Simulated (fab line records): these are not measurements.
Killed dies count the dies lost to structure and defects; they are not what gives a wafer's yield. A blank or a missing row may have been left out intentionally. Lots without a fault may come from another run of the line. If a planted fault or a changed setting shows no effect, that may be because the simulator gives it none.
A struck lot beside a sound one || flow rit cmos || 27 out of 202 route steps
Sound: wafers L751.1, L751.5, L751.6. Wafers struck: L761.4, L761.5, L761.6. The cause comes at the end.
Per side, at each step with rows, come the tool, then ch with its chambers, and then its first start. Under that, the readings that differ: sound wafers || struck wafers || difference of the means || sigmas: that difference in standard deviations of wafers without a fault.
alike: words and numbers the same on both sides, and readings whose means are apart by under 2 such deviations; not compared: readings that were withheld, readings missing a value for some wafer, numbers with overlapping values and no deviation given by the record, and bounds like >300 which may hide the same value.
A row with sigmas, a row that says differs or no value, or rows on one side alone: a step with any of these is where the two part. When numbers do not overlap yet have no deviation, they are printed without sigmas and do not part them. Lack of a reading on every wafer of one side parts them only where that side has two or more wafers.

first, 4 steps without rows for these wafers: RIT_CONTACT_SOFTBAKE_04 (time 60 s); RIT_CONTACT_EXPOSE_05 (exposes mask M11, target cd 1000 nm); RIT_CONTACT_PEB_06; RIT_CONTACT_DEVELOP_07 (develop time 120 s).
RIT_CONTACT_CD_MEAS_08 targets a cd of 1000 nm.
  sound on cd sem-02, day 4 00:23; struck on cd sem-01, day 6 03:53
  alike: cd nm
RIT_CONTACT_OVL_MEAS_09:
  sound on overlay-02, day 4 00:31; struck on overlay-02, day 6 03:58
  alike: CONTACT_OVL
then, 1 step without rows for these wafers: RIT_CONTACT_HARDBAKE_10 (time 60 s).
RIT_CONTACT_ETCH_11: etches SiO2 in CHF3/CF4/Ar, stops on TiSi2, target depth 480 nm, time 320 s.
  sound on rie diel-03 ch 0,1,2, day 4 00:42; struck on rie diel-03 ch 0,2,3, day 6 04:08
  alike: drypump motor current A, oes product au, throttle valve pct
  not compared: rf hours counter h
RIT_CONTACT_STRIP_12: strips in O2, time 180 s.
  sound on plasma asher-04 ch 0,1, day 4 00:53; struck on plasma asher-02 ch 0,1, day 6 04:23
  alike: drypump motor current A
  not compared: rf hours counter h
RIT_CONTACT_CD_MEAS_90 targets a cd of 1000 nm.
  sound on cd sem-01, day 4 01:04; struck on cd sem-01, day 6 04:34
  alike: cd nm
then, 2 steps without rows for these wafers: RIT_CONTACT_CLEAN_13 (cleans in SC1, time 600 s); RIT_CONTACT_CLEAN_14 (cleans in SC2, time 600 s).
RIT_M1_SPUTTER_00: material Al, target thk 400 nm, time 500 s.
  sound on pvd sputter-04, day 4 01:33; struck on pvd sputter-01, day 6 04:58
{"reading": "chamber pressure pa (Pa)", "sound": "0.4010 0.4000 0.4010", "struck": "0.4653 0.4657 0.4659", "difference": "+0.0650", "sigmas": "+87"}
{"reading": "model.Al_of_M1_SPUTTER_00.thk nm (nm)", "sound": "394.3 394.4 398", "struck": "386.2 385.5 382.9", "difference": -10.7, "sigmas": ""}
  alike: throttle valve pct
RIT_M1_RS_MEAS_01: uses a four-point probe to measure.
  sound on film metro-01, day 4 01:50; struck on film metro-01, day 6 05:37
{"reading": "M1_AL_RS (ohm/sq)", "sound": "0.0746 0.0746 0.0740", "struck": "0.0769 0.0772 0.0775", "difference": "+0.0028", "sigmas": "+3"}
  not compared: hold
RIT_M1_THK_MEAS_02: measures by xrf.
  sound on film metro-01, day 4 01:58; struck on film metro-01, day 6 07:20
{"reading": "hold", "sound": "- - -", "struck": "await dispo/1.6h/release await dispo/1.6h/release await dispo/1.6h/release", "difference": "no value on the sound wafers", "sigmas": ""}
  alike: M1_AL_THK
then, 6 steps without rows for these wafers: RIT_M1_HMDS_03 (prime time 60 s); RIT_M1_COAT_04 (resist thk 1300 nm); RIT_M1_SOFTBAKE_05 (time 60 s); RIT_M1_EXPOSE_06 (exposes mask M12, target cd 2600 nm); RIT_M1_PEB_07; RIT_M1_DEVELOP_08 (develop time 68 s).
RIT_M1_CD_MEAS_09 targets a cd of 2600 nm.
  sound on cd sem-02, day 4 03:01; struck on cd sem-01, day 6 08:52
  alike: cd nm
RIT_M1_OVL_MEAS_10:
  sound on overlay-01, day 4 03:08; struck on overlay-01, day 6 08:56
  alike: M1_OVL
then, 1 step without rows for these wafers: RIT_M1_HARDBAKE_11 (time 120 s).
RIT_M1_METAL_ETCH_12: etches Al in Cl2/BCl3, stops on SiO2, time 165 s, target depth 600 nm.
  sound on rie metal-01 ch 0,1, day 4 03:26; struck on rie metal-04 ch 0,1, day 6 09:16
{"reading": "model.etch.depth nm (nm)", "sound": "394.3 394.4 398", "struck": "386.2 385.5 382.9", "difference": -10.7, "sigmas": ""}
{"reading": "model.M1.feature depth nm (nm)", "sound": "426.6 425.9 430.5", "struck": "418.6 419 415.2", "difference": -10.1, "sigmas": ""}
  alike: drypump motor current A, oes product au, throttle valve pct
  not compared: rf hours counter h
then, 1 step without rows for these wafers: RIT_M1_STRIP_13 (strips in nmp, time 600 s).
RIT_M1_PROBE_99:
  sound on prober-02, day 4 05:41; struck on prober-02, day 6 11:38
{"reading": "model.etest.m1.rs ohm sq", "sound": "0.07352 0.07388 0.07261", "struck": "- - -", "difference": "no value on the struck wafers", "sigmas": ""}
  alike: defect limited yield, killed at contacts, killed at front end, killed dies, killed open, killed short, sort_bin_3_pad_short, sort_bin_5_function, sort_bin_6_memory, sort n pass, sort yield pct

WHERE THEY PART
Earliest at RIT_M1_SPUTTER_00; latest, in this record, at RIT_M1_PROBE_99.

WHY: whatever the simulator had introduced
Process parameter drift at RIT_M1_SPUTTER_00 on pvd sputter-01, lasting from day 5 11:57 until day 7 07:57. Setting chamber pressure pa shifted by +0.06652 from 0.4. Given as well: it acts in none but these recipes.
